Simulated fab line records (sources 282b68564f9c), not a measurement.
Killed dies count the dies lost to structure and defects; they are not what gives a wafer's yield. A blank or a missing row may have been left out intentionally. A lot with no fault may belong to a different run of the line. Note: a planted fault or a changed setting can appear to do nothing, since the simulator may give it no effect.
A struck lot beside a sound one    flow rit cmos    43 steps out of a route of 202
Sound: wafers L884.1, L884.5, L884.6. The struck wafers were L890.1, L890.2, L890.4. The cause comes at the end.
Order at every step that has rows: each side's tool, ch and its chambers, its first start. Under that, the readings that differ: sound wafers    struck wafers    difference of the means    sigmas: that difference in standard deviations of wafers without a fault.
alike: readings whose means differ by less than 2 such deviations, and words and numbers that are the same on both sides. not compared: withheld readings, readings that some wafer has no value for, bounds like >300 that may hide the same value, and numbers for which the record gives no deviation and whose values overlap.
A row with sigmas, a row that says differs or no value, or rows on one side alone: a step with any of these is where the two part. Numbers that have no deviation but don't overlap get no sigmas and don't part them. A reading missing from all wafers of one side parts the sides only when that side holds two or more wafers.

first, 6 steps without rows for these wafers: RIT_PLDD_HMDS_00 (prime time 60 s); RIT_PLDD_COAT_01 (resist thk 1000 nm); RIT_PLDD_SOFTBAKE_02 (time 60 s); RIT_PLDD_EXPOSE_03 (exposes mask M8, target cd 40900 nm); RIT_PLDD_PEB_04; RIT_PLDD_DEVELOP_05 (develop time 50 s).
RIT_PLDD_OVL_MEAS_06:
  struck on overlay-01, day 6 06:42; sound on overlay-02, day 5 03:47
  alike: PLDD_OVL
then, 2 steps without rows for these wafers: RIT_PLDD_HARDBAKE_07 (time 60 s); RIT_PLDD_IMPLANT_08.
RIT_PLDD_STRIP_09: strips in O2, time 180 s.
  sound on plasma asher-01 ch 0,1, day 5 04:07; struck on plasma asher-04 ch 0,1, day 6 07:02
  alike: drypump motor current A
  not compared: rf hours counter h
RIT_PLDD_TW_MEAS_10:
  struck on film metro-02, day 6 07:13; sound on film metro-01, day 5 04:17
  alike: PLDD_TW
then, 1 step without rows for these wafers: RIT_SPACER_CLEAN_00 (cleans in SC1, time 600 s).
RIT_SPACER_CLEAN_01: cleans in dHF, time 30 s.
  sound on wet bench-03 ch 1, day 5 04:32; struck on wet bench-03 ch 1, day 6 07:26
then, 2 steps without rows for these wafers: RIT_SPACER_CLEAN_02 (cleans in SC2, time 600 s); RIT_SPACER_CVD_03 (deposits Si3N4 from SiH2Cl2/NH3, target thk 250 nm, time 3300 s).
RIT_SPACER_THK_MEAS_04:
  struck on film metro-04, day 6 10:31; sound on film metro-04, day 5 07:37
  alike: SPACER_NITRIDE_THK
RIT_SPACER_ETCHBACK_05: etches Si3N4 in SF6/CHF3, stops on SiO2, target depth 250 nm, time 240 s.
  sound on rie diel-03 ch 1,2, day 5 07:40; struck on rie diel-02 ch 1,2,3, day 6 10:34
  alike: SF6_flow_sccm, drypump motor current A, oes product au, throttle valve pct
  not compared: rf hours counter h
then, 6 steps without rows for these wafers: RIT_NSD_HMDS_00 (prime time 60 s); RIT_NSD_COAT_01 (resist thk 1000 nm); RIT_NSD_SOFTBAKE_02 (time 60 s); RIT_NSD_EXPOSE_03 (exposes mask M9, target cd 40700 nm); RIT_NSD_PEB_04; RIT_NSD_DEVELOP_05 (develop time 50 s).
RIT_NSD_OVL_MEAS_06:
  struck on overlay-01, day 6 11:42; sound on overlay-02, day 5 08:45
  alike: NSD_OVL
then, 2 steps without rows for these wafers: RIT_NSD_HARDBAKE_07 (time 60 s); RIT_NSD_IMPLANT_08.
RIT_NSD_STRIP_09: strips in O2, time 180 s.
  sound on plasma asher-03 ch 0,1, day 5 09:05; struck on plasma asher-03 ch 0,1, day 6 12:02
  alike: drypump motor current A
  not compared: rf hours counter h
RIT_NSD_TW_MEAS_10:
  struck on film metro-03, day 6 12:13; sound on film metro-02, day 5 09:16
  alike: NSD_TW
then, 6 steps without rows for these wafers: RIT_PSD_HMDS_00 (prime time 60 s); RIT_PSD_COAT_01 (resist thk 1000 nm); RIT_PSD_SOFTBAKE_02 (time 60 s); RIT_PSD_EXPOSE_03 (exposes mask M10, target cd 40900 nm); RIT_PSD_PEB_04; RIT_PSD_DEVELOP_05 (develop time 50 s).
RIT_PSD_OVL_MEAS_06:
  struck on overlay-02, day 6 13:07; sound on overlay-02, day 5 10:18
  alike: PSD_OVL
then, 2 steps without rows for these wafers: RIT_PSD_HARDBAKE_07 (time 60 s); RIT_PSD_IMPLANT_08.
RIT_PSD_STRIP_09: strips in O2, time 180 s.
  sound on plasma asher-04 ch 0,1, day 5 10:38; struck on plasma asher-02 ch 0,1, day 6 13:27
  alike: drypump motor current A
  not compared: rf hours counter h
RIT_PSD_TW_MEAS_10:
  struck on film metro-02, day 6 13:38; sound on film metro-01, day 5 10:49
  alike: PSD_TW
then, 3 steps without rows for these wafers: RIT_SDANNEAL_CLEAN_00 (cleans in SC1, time 600 s); RIT_SDANNEAL_CLEAN_01 (cleans in dHF, time 30 s); RIT_SDANNEAL_CLEAN_02 (cleans in SC2, time 600 s).
RIT_M1_PROBE_99:
  struck on prober-02, day 6 22:01; sound on prober-01, day 5 18:49
reading              sound  struck    difference  sigmas
killed at front end  7 6 4  38 33 40  +31         +10
killed dies          7 6 4  38 33 40  +31         +10
killed on rim        1 1 1  13 12 13  +12         +8
  alike: killed open, killed short

## WHERE THEY PART
RIT_M1_PROBE_99 only, going by this record.

WHY: what had been put in by the simulator
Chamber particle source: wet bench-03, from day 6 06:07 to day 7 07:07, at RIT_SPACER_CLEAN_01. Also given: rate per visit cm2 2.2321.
